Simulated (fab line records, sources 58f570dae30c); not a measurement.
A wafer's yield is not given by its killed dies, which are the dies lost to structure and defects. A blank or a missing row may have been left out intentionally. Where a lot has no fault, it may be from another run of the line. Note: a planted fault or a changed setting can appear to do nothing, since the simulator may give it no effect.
Split-lot experiment || flow berkeley-cmos170 || on a route of 331 steps: 5 lots, 23 wafers read

## ON THE SPLIT
At UCB170_ACTIVE_COAT_08 (resist thk 900 nm), the setting resist-thk-nm was moved away from the recipe's 900 nm on 11 of the 23 wafers read, by -4.8% to +5.2%. All remaining wafers had this setting at the recipe value.

The reading is taken at the split's own step.

## THE READING
KrF_of_ACTIVE_COAT_08.thk-nm (the simulator's own value, which no gauge read), in nm, at UCB170_ACTIVE_COAT_08 (resist thk 900 nm). The file gives no usual value for it. The 12 wafers here that ran the recipe average 897.8 nm, standard deviation 3.1 nm.

{"wafer": "L076.1", "tool, chamber at the split": "litho-track-02, 0", "resist-thk-nm as run, nm": 865.3, "against the recipe": "-3.9%", "KrF_of_ACTIVE_COAT_08.thk-nm, nm": 860.4, "against lot-mates on the recipe": -33.1}
{"wafer": "L076.2", "tool, chamber at the split": "litho-track-02, 0", "resist-thk-nm as run, nm": 865.3, "against the recipe": "-3.9%", "KrF_of_ACTIVE_COAT_08.thk-nm, nm": 861.8, "against lot-mates on the recipe": -31.7}
{"wafer": "L076.4", "tool, chamber at the split": "litho-track-02, 0", "resist-thk-nm as run, nm": 900, "against the recipe": "recipe", "KrF_of_ACTIVE_COAT_08.thk-nm, nm": 894.7, "against lot-mates on the recipe": "-"}
{"wafer": "L076.5", "tool, chamber at the split": "litho-track-02, 0", "resist-thk-nm as run, nm": 900, "against the recipe": "recipe", "KrF_of_ACTIVE_COAT_08.thk-nm, nm": 892.2, "against lot-mates on the recipe": "-"}
{"wafer": "L076.6", "tool, chamber at the split": "litho-track-02, 0", "resist-thk-nm as run, nm": 865.3, "against the recipe": "-3.9%", "KrF_of_ACTIVE_COAT_08.thk-nm, nm": 864.4, "against lot-mates on the recipe": -29.1}
{"wafer": "L077.1", "tool, chamber at the split": "litho-track-02, 0", "resist-thk-nm as run, nm": 900, "against the recipe": "recipe", "KrF_of_ACTIVE_COAT_08.thk-nm, nm": 897.5, "against lot-mates on the recipe": "-"}
{"wafer": "L077.3", "tool, chamber at the split": "litho-track-02, 0", "resist-thk-nm as run, nm": 900, "against the recipe": "recipe", "KrF_of_ACTIVE_COAT_08.thk-nm, nm": 895.2, "against lot-mates on the recipe": "-"}
{"wafer": "L077.5", "tool, chamber at the split": "litho-track-02, 0", "resist-thk-nm as run, nm": 900, "against the recipe": "recipe", "KrF_of_ACTIVE_COAT_08.thk-nm, nm": 895.1, "against lot-mates on the recipe": "-"}
{"wafer": "L078.1", "tool, chamber at the split": "litho-track-02, 0", "resist-thk-nm as run, nm": 900, "against the recipe": "recipe", "KrF_of_ACTIVE_COAT_08.thk-nm, nm": 901.1, "against lot-mates on the recipe": "-"}
{"wafer": "L078.2", "tool, chamber at the split": "litho-track-02, 0", "resist-thk-nm as run, nm": 947, "against the recipe": "+5.2%", "KrF_of_ACTIVE_COAT_08.thk-nm, nm": 944.9, "against lot-mates on the recipe": "+44.2"}
{"wafer": "L078.4", "tool, chamber at the split": "litho-track-02, 0", "resist-thk-nm as run, nm": 900, "against the recipe": "recipe", "KrF_of_ACTIVE_COAT_08.thk-nm, nm": 900.2, "against lot-mates on the recipe": "-"}
{"wafer": "L078.5", "tool, chamber at the split": "litho-track-02, 0", "resist-thk-nm as run, nm": 947, "against the recipe": "+5.2%", "KrF_of_ACTIVE_COAT_08.thk-nm, nm": 947.2, "against lot-mates on the recipe": "+46.5"}
{"wafer": "L078.6", "tool, chamber at the split": "litho-track-02, 0", "resist-thk-nm as run, nm": 947, "against the recipe": "+5.2%", "KrF_of_ACTIVE_COAT_08.thk-nm, nm": 946.5, "against lot-mates on the recipe": "+45.8"}
{"wafer": "L081.1", "tool, chamber at the split": "litho-track-02, 0", "resist-thk-nm as run, nm": 856.5, "against the recipe": "-4.8%", "KrF_of_ACTIVE_COAT_08.thk-nm, nm": 853.4, "against lot-mates on the recipe": -43.4}
{"wafer": "L081.2", "tool, chamber at the split": "litho-track-02, 0", "resist-thk-nm as run, nm": 900, "against the recipe": "recipe", "KrF_of_ACTIVE_COAT_08.thk-nm, nm": 897.3, "against lot-mates on the recipe": "-"}
{"wafer": "L081.3", "tool, chamber at the split": "litho-track-02, 0", "resist-thk-nm as run, nm": 856.5, "against the recipe": "-4.8%", "KrF_of_ACTIVE_COAT_08.thk-nm, nm": 851, "against lot-mates on the recipe": -45.8}
{"wafer": "L081.5", "tool, chamber at the split": "litho-track-02, 0", "resist-thk-nm as run, nm": 900, "against the recipe": "recipe", "KrF_of_ACTIVE_COAT_08.thk-nm, nm": 896.2, "against lot-mates on the recipe": "-"}
{"wafer": "L081.6", "tool, chamber at the split": "litho-track-02, 0", "resist-thk-nm as run, nm": 856.5, "against the recipe": "-4.8%", "KrF_of_ACTIVE_COAT_08.thk-nm, nm": 854.5, "against lot-mates on the recipe": -42.2}
{"wafer": "L084.1", "tool, chamber at the split": "litho-track-01, 0", "resist-thk-nm as run, nm": 900, "against the recipe": "recipe", "KrF_of_ACTIVE_COAT_08.thk-nm, nm": 901.1, "against lot-mates on the recipe": "-"}
{"wafer": "L084.3", "tool, chamber at the split": "litho-track-01, 0", "resist-thk-nm as run, nm": 878.9, "against the recipe": "-2.3%", "KrF_of_ACTIVE_COAT_08.thk-nm, nm": 877.7, "against lot-mates on the recipe": -23.7}
{"wafer": "L084.4", "tool, chamber at the split": "litho-track-01, 0", "resist-thk-nm as run, nm": 900, "against the recipe": "recipe", "KrF_of_ACTIVE_COAT_08.thk-nm, nm": 901.4, "against lot-mates on the recipe": "-"}
{"wafer": "L084.5", "tool, chamber at the split": "litho-track-01, 0", "resist-thk-nm as run, nm": 900, "against the recipe": "recipe", "KrF_of_ACTIVE_COAT_08.thk-nm, nm": 901.7, "against lot-mates on the recipe": "-"}
{"wafer": "L084.6", "tool, chamber at the split": "litho-track-01, 0", "resist-thk-nm as run, nm": 878.9, "against the recipe": "-2.3%", "KrF_of_ACTIVE_COAT_08.thk-nm, nm": 880, "against lot-mates on the recipe": -21.4}

FIT RESULTS
A straight line over all 23 wafers: KrF_of_ACTIVE_COAT_08.thk-nm changes by +9.22 nm for each +1% of resist-thk-nm; r = +1.00; the points scatter about the line by 2.6 nm.
The same after taking each lot's own level away (the mean of its wafers on the recipe; 23 wafers): +8.75 nm for each +1%; r = +1.00; scatter 1.7 nm.
On that fit, the largest move of resist-thk-nm shifts the reading by 46 nm.
Measured against the standard deviation above, the lots' own levels, which go from 893.45 to 901.40 nm, span 2.6 times it.
The two slopes agree, so the slope changes little with the lot-to-lot level.
Check: +46 nm against its lot-mates is what the line predicts for one of the wafers moved furthest among these (+5.2%) when that wafer is left out of the fit. Against them it came out at +44.2 nm.

## OTHER SPLITS ON THESE WAFERS
Other splits were also applied to these wafers ahead of the reading. Each is held against what the fit with the lots' levels taken away leaves over:
{"other split on the same wafers": "UCB170_ZERO_COAT_01 spin-rpm", "wafers away from the commonest value": 5, "r with KrF_of_ACTIVE_COAT_08.thk-nm (lot level and that fit taken away)": -0.12}
{"other split on the same wafers": "UCB170_NWELL_CVD_04 temp-c", "wafers away from the commonest value": 18, "r with KrF_of_ACTIVE_COAT_08.thk-nm (lot level and that fit taken away)": -0.12}
{"other split on the same wafers": "UCB170_PWELL_OXIDATION_02 temp-c", "wafers away from the commonest value": 18, "r with KrF_of_ACTIVE_COAT_08.thk-nm (lot level and that fit taken away)": -0.17}
{"other split on the same wafers": "UCB170_PWELL_CVD_05 time-s", "wafers away from the commonest value": 15, "r with KrF_of_ACTIVE_COAT_08.thk-nm (lot level and that fit taken away)": "+0.12"}
{"other split on the same wafers": "UCB170_PWELL_IMPLANT_15 energy-kev", "wafers away from the commonest value": 8, "r with KrF_of_ACTIVE_COAT_08.thk-nm (lot level and that fit taken away)": "+0.10"}

## FILE'S OWN FIT
KrF_of_ACTIVE_COAT_08.thk-nm changes by +8.77 nm for each +1% of resist-thk-nm, r = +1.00.
